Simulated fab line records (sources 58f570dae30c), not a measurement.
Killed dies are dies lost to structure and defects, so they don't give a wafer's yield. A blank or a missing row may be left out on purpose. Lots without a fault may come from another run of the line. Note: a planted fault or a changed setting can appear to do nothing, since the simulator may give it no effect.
Struck lot and sound lot, side by side	flow berkeley cmos170	17 out of 331 route steps
Sound: the wafers L236.1, L236.2, L236.3. Wafers struck: L226.2, L226.5, L226.6. Last of all comes the cause.
At each step with rows: each side's tool, then ch and its chambers, then its first start. Under that, the readings that differ: sound wafers	struck wafers	difference of the means	sigmas: that difference in standard deviations of wafers without a fault.
alike: readings whose means differ by less than 2 such deviations, and words and numbers that are the same on both sides. not compared: withheld readings, readings that some wafer has no value for, bounds like >300 that may hide the same value, and numbers for which the record gives no deviation and whose values overlap.
The two part at a step that has a row with sigmas, a row that says differs or no value, or rows on one side only. When numbers do not overlap yet have no deviation, they are printed without sigmas and do not part them. Lack of a reading on every wafer of one side parts them only where that side has two or more wafers.

UCB170_SACOX_THK_MEAS_02:
  struck on film metro-01, day 8 00:08; sound on film metro-03, day 10 04:58
  alike: SACOX_OXIDE_THK
then, 2 steps without rows for these wafers: UCB170_SCREENOX_WET_ETCH_00 (etches SiO2 in dHF, time 200 s); UCB170_SCREENOX_OXIDATION_01 (target thk 14.4 nm, ox time 2400 s).
UCB170_SCREENOX_THK_MEAS_02:
  struck on film metro-02, day 8 05:43; sound on film metro-02, day 10 11:44
  alike: SCREENOX_OXIDE_THK
then, 7 steps without rows for these wafers: UCB170_SCREENOX_ANNEAL_03 (time 900 s); UCB170_NVT_HMDS_00 (prime time 60 s); UCB170_NVT_COAT_01 (resist thk 900 nm); UCB170_NVT_SOFTBAKE_02 (time 60 s); UCB170_NVT_EXPOSE_03 (exposes mask PWELL, target cd 3000 nm); UCB170_NVT_PEB_04; UCB170_NVT_DEVELOP_05 (develop time 45 s).
UCB170_NVT_OVL_MEAS_06:
  struck on overlay-02, day 8 13:35; sound on overlay-02, day 10 20:02
  alike: NVT_OVL
UCB170_NVT_IMPLANT_07:
  sound on implanter-04 ch 0, day 10 20:04; struck on implanter-02 ch 0, day 8 13:58
  alike: beam on s
UCB170_NVT_STRIP_08: strips in O2.
  sound on plasma asher-02 ch 0,1, day 10 20:13; struck on plasma asher-01 ch 0,1, day 8 14:05
  alike: drypump motor current A, oes product au, strip time to endpoint s
  not compared: rf hours counter h
UCB170_NVT_TW_MEAS_09:
  struck on film metro-01, day 8 14:12; sound on film metro-03, day 10 20:19
reading	sound	struck	difference	sigmas
NVT_TW	527 526 527	658 661 662	+134	+28
then, 1 step without rows for these wafers: UCB170_NVT_CLEAN_10 (cleans in SPM, time 600 s).
-- the record jumps here: 3 days lie between the struck wafers' starts before and after (it left off in module NVT and takes up again in module M3, whose first step shown is number 331 of the route) --
UCB170_M3_PROBE_99:
  rows exist in the record for the struck wafers here (prober-02, day 11 10:33), but not for the sound ones

## WHERE THEY PART
First at UCB170_NVT_TW_MEAS_09; last, within this record, at UCB170_M3_PROBE_99.

WHY: whatever the simulator had introduced
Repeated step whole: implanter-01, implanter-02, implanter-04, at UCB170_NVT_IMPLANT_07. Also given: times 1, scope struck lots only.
